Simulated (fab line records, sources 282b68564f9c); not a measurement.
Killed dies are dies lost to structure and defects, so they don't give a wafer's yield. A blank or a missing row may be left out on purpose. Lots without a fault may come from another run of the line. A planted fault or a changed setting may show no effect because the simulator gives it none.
Which tool did it? | flow rit_cmos | 14 lots, 42 wafers sampled, at 7 steps of a route of 202

WHAT THE GAUGES READ, wafer by wafer
RIT_FOX2_THK_MEAS_01. Usual: FOX2_OXIDE_THK 352 nm, standard deviation 6.4.
lot  | measured    | on            | FOX2_OXIDE_THK (nm) | flag
L892 | day 1 20:16 | film_metro-02 | 347 348 339         |
L893 | day 1 23:55 | film_metro-01 | 352 351 355         |
L894 | day 2 07:08 | film_metro-03 | 347 354 361         |
L895 | day 2 11:11 | film_metro-02 | 353 350 348         |
L896 | day 2 15:56 | film_metro-01 | 354 350 355         |
L897 | day 2 20:36 | film_metro-02 | 356 355 356         |
L898 | day 3 00:58 | film_metro-02 | 347 348 347         |
L899 | day 3 11:55 | film_metro-02 | 349 351 345         |
L901 | day 3 20:55 | film_metro-03 | 349 349 348         |
L902 | day 4 02:44 | film_metro-03 | 357 354 355         |
L904 | day 4 08:10 | film_metro-02 | 270 276 272         | OFF
L906 | day 4 20:56 | film_metro-03 | 277 271 269         | OFF
L914 | day 6 10:46 | film_metro-02 | 340 343 336         |
L915 | day 6 14:18 | film_metro-03 | 341 341 342         |

RIT_FOX2_THK_MEAS_90. Usual: FIELD_OXIDE_LEFT_1_THK 325 nm, standard deviation 6.4.
lot  | measured    | on            | FIELD_OXIDE_LEFT_1_THK (nm) | flag
L892 | day 1 21:08 | film_metro-03 | 320 321 312                 |
L893 | day 2 00:52 | film_metro-03 | 325 325 328                 |
L894 | day 2 08:01 | film_metro-03 | 320 327 334                 |
L895 | day 2 12:04 | film_metro-02 | 326 323 321                 |
L896 | day 2 16:48 | film_metro-01 | 327 322 328                 |
L897 | day 2 21:29 | film_metro-03 | 329 328 329                 |
L898 | day 3 01:50 | film_metro-01 | 319 320 320                 |
L899 | day 3 12:47 | film_metro-01 | 321 324 318                 |
L901 | day 3 21:48 | film_metro-02 | 321 322 321                 |
L902 | day 4 03:38 | film_metro-02 | 329 327 328                 |
L904 | day 4 09:07 | film_metro-01 | 243 250 245                 | OFF
L906 | day 4 21:49 | film_metro-01 | 250 244 242                 | OFF
L914 | day 6 11:43 | film_metro-03 | 313 316 309                 |
L915 | day 6 15:15 | film_metro-01 | 313 313 314                 |

RIT_NWELL_OVL_MEAS_06. Usual: NWELL_OVL 0.0 nm, standard deviation 1.2.
lot  | measured    | on         | NWELL_OVL (nm) | flag
L892 | day 1 22:06 | overlay-01 | 1.4 1.5 2.3    |
L893 | day 2 02:05 | overlay-02 | -1.0 -2.3 -1.0 |
L894 | day 2 09:05 | overlay-02 | 1.6 1.3 -1.2   |
L895 | day 2 13:08 | overlay-02 | -1.0 -0.6 0.1  |
L896 | day 2 17:52 | overlay-01 | 0.5 -1.2 -0.2  |
L897 | day 2 22:25 | overlay-02 | 0.3 1.0 0.3    |
L898 | day 3 02:54 | overlay-01 | 0.0 1.9 1.4    |
L899 | day 3 13:44 | overlay-02 | 3.5 1.8 1.1    |
L901 | day 3 22:52 | overlay-01 | -0.2 0.2 -1.4  |
L902 | day 4 04:50 | overlay-01 | 0.0 -0.5 -1.9  |
L904 | day 4 10:11 | overlay-02 | 0.0 0.3 -1.0   |
L906 | day 4 22:55 | overlay-02 | -1.4 0.2 -1.3  |
L914 | day 6 12:58 | overlay-01 | -1.7 -1.7 -1.4 |
L915 | day 6 16:25 | overlay-02 | -1.5 -0.7 -0.7 |

RIT_FOX2_THK_MEAS_91. Usual: FIELD_OXIDE_LEFT_2_THK 257 nm, standard deviation 6.5.
lot  | measured     | on            | FIELD_OXIDE_LEFT_2_THK (nm) | flag
L892 | day 2 09:50  | film_metro-03 | 251 252 244                 |
L893 | day 2 13:21  | film_metro-03 | 257 256 260                 |
L894 | day 2 20:16  | film_metro-03 | 252 259 266                 |
L895 | day 3 01:00  | film_metro-01 | 257 254 252                 |
L896 | day 3 05:29  | film_metro-03 | 259 254 260                 |
L897 | day 3 09:53  | film_metro-01 | 260 259 260                 |
L898 | day 3 18:26  | film_metro-02 | 251 252 251                 |
L899 | day 4 01:24  | film_metro-01 | 253 255 249                 |
L901 | day 4 11:35  | film_metro-03 | 253 254 253                 |
L902 | day 4 16:16  | film_metro-02 | 261 258 259                 |
L904 | day 5 00:13  | film_metro-02 | 176 182 178                 | OFF
L906 | day 5 14:01  | film_metro-03 | 182 177 174                 | OFF
L914 | day 18 13:34 | film_metro-01 | 245 248 241                 |
L915 | day 7 04:01  | film_metro-01 | 245 244 245                 |

RIT_SDANNEAL_RS_MEAS_05: measures by four-point-probe. Usual: NSD_RS 84.50 ohm/sq, standard deviation 0.29.
lot  | measured     | on            | NSD_RS (ohm/sq)   | flag
L892 | day 3 03:09  | film_metro-04 | 84.49 84.59 84.43 |
L893 | day 3 06:35  | film_metro-03 | 84.29 84.15 84.32 |
L894 | day 3 19:39  | film_metro-01 | 84.88 85.12 85.03 |
L895 | day 4 01:59  | film_metro-03 | 84.99 84.54 84.53 |
L896 | day 4 08:47  | film_metro-04 | 84.79 84.80 84.75 |
L897 | day 4 10:20  | film_metro-04 | 83.89 84.35 83.93 |
L898 | day 4 13:57  | film_metro-01 | 84.90 84.41 84.22 |
L899 | day 4 20:50  | film_metro-01 | 84.41 84.13 84.57 |
L901 | day 5 14:52  | film_metro-03 | 84.53 84.66 84.51 |
L902 | day 5 15:14  | film_metro-04 | 84.37 84.25 84.30 |
L904 | day 6 00:52  | film_metro-04 | 84.01 83.91 84.21 |
L906 | day 6 10:16  | film_metro-01 | 84.10 84.64 84.51 |
L914 | day 19 10:07 | film_metro-01 | 84.59 84.43 84.62 |
L915 | day 7 22:11  | film_metro-04 | 84.38 84.69 84.56 |

WHICH TOOL RAN EACH LOT (tool, then ch and the chambers of the sampled wafers, then the start)
lot  | RIT_FOX2_OXIDATION_00        | RIT_SPACER_ETCHBACK_05
L892 | furnace-04 ch 0, day 1 18:56 | rie_diel-02 ch 0,1,2, day 2 23:22
L893 | furnace-03 ch 0, day 1 22:36 | rie_diel-01 ch 1,2,3, day 3 02:52
L894 | furnace-01 ch 0, day 2 05:49 | rie_diel-01 ch 1,2,3, day 3 15:58
L895 | furnace-01 ch 0, day 2 09:53 | rie_diel-02 ch 0,1,2, day 3 22:04
L896 | furnace-01 ch 0, day 2 14:37 | rie_diel-01 ch 1,2, day 4 04:54
L897 | furnace-03 ch 0, day 2 19:17 | rie_diel-04 ch 1,3, day 4 06:48
L898 | furnace-01 ch 0, day 2 23:39 | rie_diel-02 ch 0,2,3, day 4 10:08
L899 | furnace-04 ch 0, day 3 10:35 | rie_diel-04 ch 1,2,3, day 4 17:08
L901 | furnace-03 ch 0, day 3 19:37 | rie_diel-01 ch 0,1,3, day 5 10:56
L902 | furnace-03 ch 0, day 4 01:24 | rie_diel-04 ch 0,1,3, day 5 11:20
L904 | furnace-03 ch 0, day 4 06:52 | rie_diel-01 ch 0,1,2, day 5 21:13
L906 | furnace-03 ch 0, day 4 19:37 | rie_diel-04 ch 1,2,3, day 6 06:32
L914 | furnace-01 ch 0, day 6 09:26 | rie_diel-04 ch 0,3, day 19 06:20
L915 | furnace-01 ch 0, day 6 12:58 | rie_diel-02 ch 0,1,2, day 7 18:33
- RIT_FOX2_OXIDATION_00: target thk 350.7 nm, ox time 1130 s.
- RIT_SPACER_ETCHBACK_05: etches Si3N4 in SF6/CHF3, stops on SiO2, target depth 250 nm, time 240 s.

WHAT THE TOOLS THEMSELVES READ (means of the sampled wafers that have a number; where no wafer has one, the mark that the record gives instead)
RIT_FOX2_OXIDATION_00. Usual: spike_tc_centre_C 1102.8 C, standard deviation 1.1.
lot  | tool       | spike_tc_centre_C (C) | flag
L892 | furnace-04 | 1102.5                |
L893 | furnace-03 | 1103.0                |
L894 | furnace-01 | 1104.0                |
L895 | furnace-01 | 1102.9                |
L896 | furnace-01 | 1103.8                |
L897 | furnace-03 | 1102.6                |
L898 | furnace-01 | 1104.1                |
L899 | furnace-04 | 1101.7                |
L901 | furnace-03 | 1102.2                |
L902 | furnace-03 | 1102.6                |
L904 | furnace-03 | 1102.2                |
L906 | furnace-03 | 1102.3                |
L914 | furnace-01 | 1103.2                |
L915 | furnace-01 | 1104.5                |

RIT_SPACER_ETCHBACK_05. Usual: drypump_motor_current_A 5.8 A, standard deviation 0.65; oes_product_au 0.846 a.u., standard deviation 0.015; throttle_valve_pct 10.31 %, standard deviation 0.16.
lot  | tool        | drypump_motor_current_A (A) | oes_product_au (a.u.) | throttle_valve_pct (%) | flag
L892 | rie_diel-02 | 5.8                         | 0.823                 | 10.42                  |
L893 | rie_diel-01 | 5.8                         | 0.848                 | 10.27                  |
L894 | rie_diel-01 | 5.8                         | 0.834                 | 10.26                  |
L895 | rie_diel-02 | 5.7                         | 0.840                 | 10.43                  |
L896 | rie_diel-01 | 5.3                         | 0.839                 | 10.37                  |
L897 | rie_diel-04 | 5.9                         | 0.842                 | 10.22                  |
L898 | rie_diel-02 | 5.4                         | 0.843                 | 10.38                  |
L899 | rie_diel-04 | 5.5                         | 0.841                 | 10.29                  |
L901 | rie_diel-01 | 6.2                         | 0.845                 | 10.24                  |
L902 | rie_diel-04 | 6.0                         | 0.849                 | 10.18                  |
L904 | rie_diel-01 | 5.6                         | 0.850                 | 10.32                  |
L906 | rie_diel-04 | 5.5                         | 0.860                 | 10.30                  |
L914 | rie_diel-04 | 6.5                         | 0.866                 | 10.22                  |
L915 | rie_diel-02 | 5.8                         | 0.832                 | 10.44                  |

THE ANSWER, worked out from the rows above alone
Rule: a lot is off if the mean of its wafers that have a number lies more than 3 standard deviations from the usual mean. A lot without any number at a reading at which 4 lots or more have one is off too. The other lots that the step has rows for count as sound. The gauges are gone through in route order, then the tools' own readings, and for those a lot's mean is taken as printed above. The first step at which some lot is off is used, and at that step the reading that is off furthest; a lot without a number counts as furthest.
Off: L904, L906, at RIT_FOX2_THK_MEAS_01 (FOX2_OXIDE_THK).
A tool fits if, at a process step before that reading, it ran every lot that is off, and no sound lot after the first of them. The gauges at RIT_FOX2_THK_MEAS_01 aren't tried: what is off there is off at RIT_FOX2_THK_MEAS_90 too, on other tools, and a gauge's error can't cause that. One fits: furnace-03 at RIT_FOX2_OXIDATION_00. Its last sound lot is L902 (day 4 01:24), its first lot that is off L904 (day 4 06:52): a fault that began between those two fits.

WHAT THE SIMULATOR HAD PUT IN
Process parameter drift: furnace-03, from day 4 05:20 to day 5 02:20, at RIT_FOX2_OXIDATION_00. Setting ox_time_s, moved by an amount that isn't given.
Lots struck among those shown: L904, L906. The rule above found the same.
